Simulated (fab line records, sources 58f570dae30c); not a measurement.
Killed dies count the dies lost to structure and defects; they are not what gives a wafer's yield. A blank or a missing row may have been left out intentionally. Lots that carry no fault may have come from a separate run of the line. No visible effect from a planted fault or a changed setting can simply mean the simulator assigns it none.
Problem report in the 8D (eight disciplines) form, filled by code	flow berkeley_cmos170	the parts of the form that need people (team, actions taken, sign-off) are left out

## 1. WHAT WENT WRONG
Wafers free of any fault read 37.28 ohm/sq (standard deviation 0.1) for NSD_RS at UCB170_SDANNEAL_RS_MEAS_03, against a mean of 45.30 ohm/sq on 6 wafers of 2 lots. Measured from the usual mean, that is +80 standard deviations.
The step: measures by four-point-probe.
First seen on wafer L851.2, day 9 11:44, on film_metro-01. Wafers with a number at this step in the record: 42, from 14 lots. Rule for "out" (also "out of limits"): further than 4 standard deviations from the usual mean. Any other wafer with a number is counted as sound.

## 2. WHAT IT IS AND WHAT IT IS NOT
question	is	is not
which readings at this step	NSD_RS	-
which lots	L851, L854	L841, L842, L843, L844, L845, L846, L856, L857, L859, L860, L861, L864
which wafers of those lots	all that have a number	-
read on which gauges	film_metro-01	film_metro-02, film_metro-04
when	from day 9 11:44	up to then (18 sound wafers); but 18 sound wafers of L856, L857, L859, L860, L861, L864 came after

## 3. THE SUSPECTS, EACH WITH WHAT RULES IT OUT
Counting: any tool at a process step up to the reading is kept as a suspect provided that every lot that is out went through it and no sound lot did after the first of them.
- the gauge at UCB170_SDANNEAL_RS_MEAS_03: ruled out. All the wafers that are out were read on film_metro-01, but those of them that UCB170_NSD_IMPLANT_08 has rows for are out there too, on other tools.
- litho_track-01 at UCB170_NSD_PEB_04: ruled out as a lasting fault. Following L851 (day 9 09:07), the first lot on it that is out, the sound lots L856 were run on it.
- implanter-03 at UCB170_NSD_IMPLANT_08: kept. All lots that are out passed through it, beginning with L851 at day 9 09:33, and no sound lot followed; its final sound lot before that point was L846 at day 7 15:32. Its own dose_ions_cm2, faraday_current_uA readings are out on those wafers.
Remaining after the count: implanter-03 at UCB170_NSD_IMPLANT_08.

## 4. THE CAUSE (what the simulator had put in)
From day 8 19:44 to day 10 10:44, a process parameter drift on implanter-03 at UCB170_NSD_IMPLANT_08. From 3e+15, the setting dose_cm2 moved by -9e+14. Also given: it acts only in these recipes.
This tool alone remained once counting was done.

## 5. THE EFFECT CHAIN, in route order
Rows list readings where the struck wafers' mean (over those with a number) sits beyond 3 standard deviations from the usual. Readings are gone through only where the record gives a usual standard deviation; hours: the median, over the lots, of the time from a lot's start at the first step in this table giving one to that lot's start at this step; sigmas: the change measured in usual standard deviations.
hours	step	reading	usual	on struck wafers	change	sigmas
0	UCB170_NSD_IMPLANT_08	dose_ions_cm2	2.9994e+15	2.1000e+15	-8.9935e+14	-99 or more
0	UCB170_NSD_IMPLANT_08	end_station_pressure_torr	1.27e-05 Torr	1.05e-05	-2.23e-06	-4.1
0	UCB170_NSD_IMPLANT_08	faraday_current_uA	9260	6547	-2713	-15
0	UCB170_NSD_STRIP_09	oes_product_au	0.534 a.u.	0.559	+0.025	+5.2
0	UCB170_NSD_STRIP_09	strip_time_to_endpoint_s	35.82 s	32.48	-3.34	-41
0	UCB170_NSD_TW_MEAS_10	NSD_TW	4214	4076	-138	-3.2
2	UCB170_SDANNEAL_RS_MEAS_03	NSD_RS	37.28 ohm/sq	45.30	+8.02	+80
Process steps it contains:
- UCB170_NSD_IMPLANT_08
- UCB170_NSD_STRIP_09: strips in O2.
At these later measuring or inspecting steps, every struck wafer for which the step has a row has a number for every such reading, and none has moved that far: UCB170_V1_OVL_MEAS_13.

## 6. HOW IT WOULD HAVE BEEN CAUGHT EARLIER
16 hours passed between the start of the fault at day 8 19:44 and the first reading out of limits at a measuring or inspecting step in this record, taken at day 9 11:44.
The tool's own readings at UCB170_NSD_IMPLANT_08 were out on every struck wafer that the step has a row for (dose_ions_cm2, faraday_current_uA): an alarm limit on them would have fired on the first of those.
L854, from the lots that are out (2), started UCB170_NSD_IMPLANT_08 on implanter-03 later than day 9 11:44. A hold on the tool at that time would have spared it.
